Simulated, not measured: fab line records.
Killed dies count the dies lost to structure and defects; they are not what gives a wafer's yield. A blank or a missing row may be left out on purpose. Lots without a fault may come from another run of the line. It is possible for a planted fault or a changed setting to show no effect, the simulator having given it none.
One fault through the eyes of 2 desks || flow berkeleyCmos170 || only its own numbers are on each desk; what lay behind them is given at the end

## FOR THE TOOL OWNER'S DESK: cmp-02
The tool's own readings at UCB170_V2_CMP_02 (polishes SiO2): means of the sampled wafers that have a number, for each lot that ran on this tool. A lot is out of limits, marked OUT, if its mean lies more than 4 standard deviations from the usual mean; the brackets give that distance.
Columns: A = motorCurrentA at UCB170_V2_CMP_02, usual 16.0 A; B = slurryFlowMlMin at UCB170_V2_CMP_02, usual 150.0
{"lot": "L966", "first seen here": "day 8 02:07", "A": 18.2, "B": 149.8}
{"lot": "L965", "first seen here": "day 8 06:17", "A": 16.2, "B": 149.9}
{"lot": "L968", "first seen here": "day 8 06:55", "A": 16.2, "B": 150.0}
{"lot": "L971", "first seen here": "day 8 16:11", "A": 16.1, "B": 150.3}
{"lot": "L972", "first seen here": "day 8 20:48", "A": 16.7, "B": 150.0}
{"lot": "L973", "first seen here": "day 9 14:16", "A": 16.8, "B": 150.1}
{"lot": "L974", "first seen here": "day 9 19:40", "A": 15.0, "B": 149.8}
This desk's finding: nothing out of limits on any of the 7 lots.

## AT THE METROLOGY DESK
Means of the sampled wafers that have a number, per lot and without regard to the tool the lot ran on: this is what the gauges read. A lot is out of limits, marked OUT, if its mean lies more than 4 standard deviations from the usual mean; the brackets give that distance.
Columns: A = V2_BOW at UCB170_V2_BOW_MEAS_03, usual 37 um; B = V2_POLISHED_THK at UCB170_V2_THK_MEAS_04, usual 1000.6 nm; C = cdNm at UCB170_V2_CD_MEAS_90, usual 700.4 nm
{"lot": "L966", "first seen here": "day 8 02:22", "A": 33, "B": 1001.4, "C": 701.6}
{"lot": "L967", "first seen here": "day 8 03:04", "A": 42, "B": 999.8, "C": 700.9}
{"lot": "L965", "first seen here": "day 8 06:29", "A": 34, "B": 999.7, "C": 697.8}
{"lot": "L969", "first seen here": "day 8 06:49", "A": 38, "B": 1000.0, "C": 701.0}
{"lot": "L968", "first seen here": "day 8 07:05", "A": 40, "B": 1000.8, "C": 700.8}
{"lot": "L971", "first seen here": "day 8 16:29", "A": 35, "B": 999.9, "C": 700.4}
{"lot": "L970", "first seen here": "day 8 16:33", "A": 40, "B": 999.3, "C": 699.2}
{"lot": "L972", "first seen here": "day 8 21:06", "A": 30, "B": 1000.2, "C": 700.5}
{"lot": "L973", "first seen here": "day 9 14:25", "A": 43, "B": "1357.1 (+99 or more) OUT", "C": 702.0}
{"lot": "L974", "first seen here": "day 9 19:57", "A": 37, "B": "1344.3 (+99 or more) OUT", "C": 698.1}
{"lot": "L979", "first seen here": "day 10 21:53", "A": 41, "B": 1001.6, "C": 702.4}
{"lot": "L983", "first seen here": "day 11 20:10", "A": 43, "B": 1000.9, "C": 701.2}
{"lot": "L986", "first seen here": "day 11 20:33", "A": 44, "B": 1001.5, "C": 698.9}
{"lot": "L987", "first seen here": "day 11 20:50", "A": 41, "B": 1001.7, "C": 700.0}
This desk's result: L973, L974 out of limits, first on L973 (V2_POLISHED_THK at UCB170_V2_THK_MEAS_04), day 9 14:32. Within limits: L966, L967, L965, L969, L968, L971, L970, L972, L979, L983, L986, L987.

## ALL TOGETHER
At day 9 14:32 the metrology desk could have sounded an alarm, on L973, L974.
The desk of the tool owner found nothing out of limits.
The tool owner's desk has L973, L974 on record, within its limits.
The lots listed all ran UCB170_V2_CMP_02 on cmp-02.

## WHAT THE SIMULATOR PUT IN
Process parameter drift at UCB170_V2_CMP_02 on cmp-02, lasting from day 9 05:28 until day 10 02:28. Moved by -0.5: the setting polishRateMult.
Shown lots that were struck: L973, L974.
Time in hours between the start of the fault and the first out-of-limits reading at each desk: metrology desk, 9.
